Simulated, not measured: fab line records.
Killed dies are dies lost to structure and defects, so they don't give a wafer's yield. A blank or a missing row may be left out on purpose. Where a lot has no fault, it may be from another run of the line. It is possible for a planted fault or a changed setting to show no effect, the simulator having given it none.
Which of the tools did it? -- flow ritCmos -- 13 lots, 39 wafers sampled, at 2 steps of a route of 202

== WHAT THE GAUGES SHOWED, per wafer ==
RIT_ACTIVE_THK_MEAS_04. Usual: ACTIVE_NITRIDE_THK gives 150.2 nm (standard deviation 1.4).
lot,measured,on,ACTIVE_NITRIDE_THK (nm),flag
L360,day 1 13:38,filmMetro-02,152.0 151.9 151.6,
L361,day 1 18:44,filmMetro-04,150.9 151.6 150.6,
L362,day 2 02:27,filmMetro-02,149.9 150.9 151.2,
L363,day 2 05:04,filmMetro-03,151.5 152.6 151.6,
L364,day 2 10:41,filmMetro-04,152.9 153.2 155.5,
L366,day 2 20:41,filmMetro-04,148.0 148.4 149.2,
L369,day 3 10:33,filmMetro-04,149.7 150.9 150.6,
L370,day 3 16:58,filmMetro-03,151.9 152.2 152.3,
L372,day 4 03:02,filmMetro-04,149.1 150.7 149.0,
L374,day 4 14:12,filmMetro-04,149.6 149.0 149.6,
L375,day 4 19:19,filmMetro-04,149.0 148.0 149.3,
L377,day 5 04:01,filmMetro-03,195.8 195.3 195.5,OFF
L382,day 6 05:13,filmMetro-04,148.8 149.0 149.2,

== WHAT TOOL EACH LOT RAN ON (gives the tool, then ch and the chambers of the sampled wafers, and finally the start) ==
lot,RIT_ACTIVE_CVD_03
L360,"lpcvd-02 ch 1, day 1 12:12"
L361,"lpcvd-02 ch 0, day 1 17:19"
L362,"lpcvd-01 ch 0, day 2 01:02"
L363,"lpcvd-02 ch 0, day 2 03:39"
L364,"lpcvd-01 ch 0, day 2 09:15"
L366,"lpcvd-01 ch 1, day 2 19:17"
L369,"lpcvd-02 ch 0, day 3 09:07"
L370,"lpcvd-02 ch 0, day 3 15:33"
L372,"lpcvd-01 ch 1, day 4 00:54"
L374,"lpcvd-02 ch 0, day 4 12:47"
L375,"lpcvd-01 ch 0, day 4 17:54"
L377,"lpcvd-02 ch 0, day 5 02:35"
L382,"lpcvd-01 ch 0, day 6 03:48"
- RIT_ACTIVE_CVD_03: deposits Si3N4 from SiH2Cl2/NH3, target thk 150 nm, time 1500 s.

== WHAT THE TOOLS THEMSELVES READ (means of the sampled wafers that have a number; where no wafer has one, the mark that the record gives instead) ==
RIT_ACTIVE_CVD_03. Usual: spikeTcCentreC 812.2 C, standard deviation 1.6; spikeTcLoadC 832.6 C, standard deviation 1.7; spikeTcSourceC 831.4 C, standard deviation 2.6; susceptorTempC 809.9 C, standard deviation 0.32.
lot,tool,spikeTcCentreC (C),spikeTcLoadC (C),spikeTcSourceC (C),susceptorTempC (C),flag
L360,lpcvd-02,810.8,832.9,834.3,810.1,
L361,lpcvd-02,811.5,833.1,833.1,809.9,
L362,lpcvd-01,812.1,829.1,830.4,809.7,
L363,lpcvd-02,811.3,834.1,832.7,809.7,
L364,lpcvd-01,812.3,829.6,830.6,810.2,
L366,lpcvd-01,813.3,832.9,828.7,810.0,
L369,lpcvd-02,812.3,834.1,834.1,809.9,
L370,lpcvd-02,810.7,834.3,833.0,810.0,
L372,lpcvd-01,812.8,832.0,828.3,810.0,
L374,lpcvd-02,810.9,832.2,833.3,809.8,
L375,lpcvd-01,814.0,829.1,831.8,809.5,
L377,lpcvd-02,827.7,848.7,847.6,824.9,OFF
L382,lpcvd-01,812.4,829.9,830.6,810.1,

== THE ANSWER, worked out from the rows above alone ==
Rule: a lot counts as off when the mean over its wafers that have a number is more than 3 standard deviations away from the usual mean. Also off: a lot with no number at a reading for which 4 or more lots have one. The other lots that the step has rows for count as sound. Order of review: gauges by route order, followed by the tools' own readings, for which a lot's mean as printed above is used. At the first step where some lot is off, the reading lying furthest off is the one used; lots without a number count as furthest.
Off: L377, at RIT_ACTIVE_THK_MEAS_04 (ACTIVE_NITRIDE_THK).
A tool fits if, at a process step before that reading, it ran every lot that is off, and no sound lot after the first of them. Not tried: the gauges at RIT_ACTIVE_THK_MEAS_04; whatever is off there is also off at RIT_ACTIVE_CVD_03, on other tools, and gauge error can't account for it. One fits: lpcvd-02 at RIT_ACTIVE_CVD_03. Its last sound lot is L374 (day 4 12:47), its first lot that is off L377 (day 5 02:35): a fault that began between those two fits.
The tool's own readings at RIT_ACTIVE_CVD_03 bear it out: on the lots that are off they differ by more than 5 times the standard deviation of the sound lots' means. spikeTcCentreC reads 827.7 C there against 812.0 C on the sound lots; spikeTcLoadC reads 848.7 C there against 831.9 C on the sound lots; spikeTcSourceC reads 847.6 C there against 831.7 C on the sound lots; susceptorTempC reads 824.9 C there against 809.9 C on the sound lots.

== WHAT HAD BEEN PUT IN BY THE SIMULATOR ==
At RIT_ACTIVE_CVD_03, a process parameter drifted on lpcvd-02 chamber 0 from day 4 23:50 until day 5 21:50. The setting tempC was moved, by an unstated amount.
Lots struck among those shown: L377. This agrees with what the rule above found.
